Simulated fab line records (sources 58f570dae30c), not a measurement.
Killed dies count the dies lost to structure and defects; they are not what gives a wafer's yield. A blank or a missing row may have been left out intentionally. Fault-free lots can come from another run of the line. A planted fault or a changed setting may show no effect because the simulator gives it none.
One fault through the eyes of 2 desks :: flow berkeleyCmos170 :: only its own numbers are on each desk; what lay behind them is given at the end

AT THE TOOL OWNER'S DESK: implanter-04
The tool's own readings at UCB170_NSD_IMPLANT_08, given as means over the sampled wafers that have a number, one for each lot that went through this tool. Marked OUT: a lot whose mean sits more than 4 standard deviations from the usual mean, which makes it out of limits; the brackets give that distance.
Columns: A = beamEnergyKeV at UCB170_NSD_IMPLANT_08, usual 40.002; B = endStationPressureTorr at UCB170_NSD_IMPLANT_08, usual 1.26e-05 Torr
lot: L416
first seen here: day 8 19:14
A: 40.003
B: 1.28e-05

lot: L424
first seen here: day 10 07:31
A: 40.000
B: 1.22e-05

lot: L426
first seen here: day 10 17:03
A: 45.210 (+99 or more) OUT
B: 1.29e-05

lot: L428
first seen here: day 11 08:22
A: 45.209 (+99 or more) OUT
B: 1.23e-05
This desk finds L426, L428 out of limits, L426 being first, at day 10 17:03 (beamEnergyKeV at UCB170_NSD_IMPLANT_08). In limits: L416, L424.

AT THE METROLOGY DESK
What the gauges read, lot by lot, whatever tool the lot ran on: means of the sampled wafers that have a number. Marked OUT: a lot whose mean sits more than 4 standard deviations from the usual mean, which makes it out of limits; the brackets give that distance.
Columns: A = NSD_TW at UCB170_NSD_TW_MEAS_10, usual 4192; B = NSD_RS at UCB170_SDANNEAL_RS_MEAS_03, usual 37.29 ohm/sq
lot: L417
first seen here: day 8 19:28
A: 4244
B: 37.26

lot: L416
first seen here: day 8 19:29
A: 4167
B: 37.27

lot: L419
first seen here: day 9 14:30
A: 4193
B: 37.35

lot: L424
first seen here: day 10 07:46
A: 4192
B: 37.33

lot: L426
first seen here: day 10 17:17
A: 4311 (+4.1) OUT
B: 35.89 (-16) OUT

lot: L430
first seen here: day 11 07:54
A: 4203
B: 37.21

lot: L428
first seen here: day 11 08:37
A: 4302
B: 35.96 (-16) OUT

lot: L431
first seen here: day 11 18:08
A: 4160
B: 37.40

lot: L432
first seen here: day 11 18:24
A: 4160
B: 37.25

lot: L433
first seen here: day 12 05:17
A: 4164
B: 37.39

lot: L437
first seen here: day 12 14:32
A: 4180
B: 37.26

lot: L435
first seen here: day 12 14:39
A: 4203
B: 37.26

lot: L436
first seen here: day 12 15:15
A: 4235
B: 37.40

lot: L438
first seen here: day 13 09:08
A: 4170
B: 37.22
This desk reports L426, L428 out of limits; the earliest was L426 at day 10 17:17 (NSD_TW at UCB170_NSD_TW_MEAS_10). In limits: L417, L416, L419, L424, L430, L431, L432, L433, L437, L435, L436, L438.

TAKEN TOGETHER
The tool owner's desk could have raised an alarm at day 10 17:03, on L426, L428.
On L426, L428, the metrology desk was in a position to raise an alarm at day 10 17:17.
On implanter-04, each named lot ran UCB170_NSD_IMPLANT_08.

WHAT THE SIMULATOR HAD PUT IN
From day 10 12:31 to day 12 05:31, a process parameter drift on implanter-04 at UCB170_NSD_IMPLANT_08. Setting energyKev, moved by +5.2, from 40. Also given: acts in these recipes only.
Shown lots that were struck: L426, L428.
Delay (hours) between the fault's onset and each desk's first out-of-limits reading: 5 at the tool owner's desk, 5 at the metrology desk.
